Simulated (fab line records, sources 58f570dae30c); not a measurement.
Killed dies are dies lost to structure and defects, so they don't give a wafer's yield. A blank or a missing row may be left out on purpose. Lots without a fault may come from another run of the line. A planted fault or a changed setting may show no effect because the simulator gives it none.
Problem report in the 8D (eight disciplines) form, filled by code | flow berkeley_cmos170 | the parts of the form that need people (team, actions taken, sign-off) are left out

1. THE PROBLEM
oes_product_au at UCB170_M2_STRIP_19 reads a mean of 0.470 a.u. on 6 wafers of 2 lots; wafers without a fault read 0.542 a.u. with a standard deviation of 0.012. That is -6.0 standard deviations from the usual mean.
The step: strips in O2.
First seen on wafer L979.3, day 12 14:44, on plasma_asher-04. The record holds 42 wafers of 14 lots with a number at this step. Rule for "out", or "out of limits": more than 4 standard deviations from the usual mean. The other wafers with a number count as sound.

2. WHAT IT IS AND WHAT IT IS NOT
question                    | is                               | is not
which readings at this step | oes_product_au                   | -
which lots                  | L979, L980                       | L964, L965, L966, L967, L968, L969, L970, L972, L973, L977, L984, L986
which wafers of those lots  | all that have a number           | -
read on which tools         | plasma_asher-03, plasma_asher-04 | plasma_asher-01
when                        | from day 12 14:44                | up to then (30 sound wafers); but 6 sound wafers of L984, L986 came after

3. SUSPECTS, AND WHAT RULES EACH OUT
Counting: a tool at a process step up to the reading stays a suspect if it ran every lot that is out and no sound lot after the first of them.
- rie_metal-02 at UCB170_M2_METAL_ETCH_18 (etches Al in Cl2/BCl3, stops on SiO2, target depth 1170 nm, time 195 s): kept. It ran every lot that is out, first L979 (day 12 14:34), and no sound lot after that; its last sound lot up to then is L973 (day 11 07:49).
Left after counting: rie_metal-02 at UCB170_M2_METAL_ETCH_18.

4. THE CAUSE (what the simulator had put in)
Process parameter drift: rie_metal-02, from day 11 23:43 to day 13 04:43, at UCB170_M2_METAL_ETCH_18. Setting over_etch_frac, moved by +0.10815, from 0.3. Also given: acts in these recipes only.
Counting left only this tool.

5. THE CHAIN OF EFFECTS, in route order
Each row: a reading whose mean over the struck wafers that have a number lies more than 3 standard deviations from the usual. Only readings for which the record gives a usual standard deviation are gone through. hours: the time from each lot's start at the first step in this table that gives one to its start at this step, as a median over the lots. sigmas: the change in usual standard deviations.
hours | step               | reading        | usual      | on struck wafers | change | sigmas
0     | UCB170_M2_STRIP_19 | oes_product_au | 0.542 a.u. | 0.470            | -0.073 | -6.0
The process steps in it:
- UCB170_M2_STRIP_19: strips in O2.
Later measuring or inspecting steps at which every struck wafer that the step has a row for has a number for every such reading, and none has moved that far: UCB170_V2_THK_MEAS_01, UCB170_V2_OVL_MEAS_13.

6. WHAT WOULD HAVE CAUGHT IT SOONER
In this record the first reading out of limits was taken at day 12 14:44, 15 hours after the fault began at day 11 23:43.
Of the tool readings at UCB170_M2_METAL_ETCH_18 for which the record gives a usual standard deviation, none was out on any struck wafer, so an alarm limit of 4 standard deviations on them would not have fired.
Of the lots that are out (2), L980 began UCB170_M2_METAL_ETCH_18 on rie_metal-02 after day 12 14:44. A hold on the tool at that time would have spared it.
